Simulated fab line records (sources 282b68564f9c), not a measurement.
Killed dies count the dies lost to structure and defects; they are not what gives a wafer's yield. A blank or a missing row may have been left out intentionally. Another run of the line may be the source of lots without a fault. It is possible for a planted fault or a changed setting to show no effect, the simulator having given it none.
Which of the tools did it? || flow ritCmos || 7 lots, 21 wafers sampled, at 2 steps of a route of 202

WHAT THE GAUGES READ, wafer by wafer
RIT_SILICIDE_RS_MEAS_02: uses a four-point probe to measure.
{"lot": "L679", "measured": "day 3 11:57", "on": "filmMetro-01", "SILICIDE_TI_RS (ohm/sq)": "47.0 46.9 47.2"}
{"lot": "L682", "measured": "day 4 03:58", "on": "filmMetro-02", "SILICIDE_TI_RS (ohm/sq)": "47.8 47.6 48.1"}
{"lot": "L685", "measured": "day 4 23:13", "on": "filmMetro-03", "SILICIDE_TI_RS (ohm/sq)": "20.9 20.7 20.8 20.9 20.8 20.9"}
{"lot": "L689", "measured": "day 5 16:14", "on": "filmMetro-02", "SILICIDE_TI_RS (ohm/sq)": "20.9 20.6 20.8 21.0 20.7 20.9"}
{"lot": "L695", "measured": "day 6 22:55", "on": "filmMetro-02", "SILICIDE_TI_RS (ohm/sq)": "48.4 47.3 47.6"}
{"lot": "L697", "measured": "day 7 06:55", "on": "filmMetro-02", "SILICIDE_TI_RS (ohm/sq)": "47.8 47.4 47.8"}
{"lot": "L700", "measured": "day 8 03:29", "on": "filmMetro-02", "SILICIDE_TI_RS (ohm/sq)": "48.6 48.8 48.7"}

WHICH TOOL RAN EACH LOT (tool, then ch and the chambers of the sampled wafers, then the start)
{"lot": "L679", "RIT_SILICIDE_SPUTTER_01": "pvdSputter-02, day 3 11:48"}
{"lot": "L682", "RIT_SILICIDE_SPUTTER_01": "pvdSputter-04, day 4 03:48"}
{"lot": "L685", "RIT_SILICIDE_SPUTTER_01": "pvdSputter-02, day 4 22:42"}
{"lot": "L689", "RIT_SILICIDE_SPUTTER_01": "pvdSputter-02, day 5 15:47"}
{"lot": "L695", "RIT_SILICIDE_SPUTTER_01": "pvdSputter-02, day 6 22:46"}
{"lot": "L697", "RIT_SILICIDE_SPUTTER_01": "pvdSputter-02, day 7 06:44"}
{"lot": "L700", "RIT_SILICIDE_SPUTTER_01": "pvdSputter-04, day 8 03:19"}
- RIT_SILICIDE_SPUTTER_01: material Ti, target thk 30 nm, time 240 s.

THE ANSWER, worked out from the rows above alone
Rule: the usual values come from the lots themselves. The widest of any qualifying gaps counts: lots, ordered by their means at a reading, are off when they make up no more than a third of the lots, leave a main group of 4 or more, and stand apart from it by 3 or more times the standard deviation of that group's means. If all means in a main group match to the digits the tables above print for the reading, that group is not used. A lot without any number at a reading at which 4 lots or more have one is off too. The other lots that the step has rows for count as sound.
Off: L685, L689, seen at RIT_SILICIDE_RS_MEAS_02 (SILICIDE_TI_RS). For the main group the mean is 47.8 ohm/sq and the standard deviation 0.53.
If a tool, at a process step before that reading, ran all the lots that are off and no sound lot after the first of them, it fits. Those tools and the gauges at RIT_SILICIDE_RS_MEAS_02 are tried in the same way. Not one of the candidates tried fits.

WHAT WAS PUT IN BY THE SIMULATOR
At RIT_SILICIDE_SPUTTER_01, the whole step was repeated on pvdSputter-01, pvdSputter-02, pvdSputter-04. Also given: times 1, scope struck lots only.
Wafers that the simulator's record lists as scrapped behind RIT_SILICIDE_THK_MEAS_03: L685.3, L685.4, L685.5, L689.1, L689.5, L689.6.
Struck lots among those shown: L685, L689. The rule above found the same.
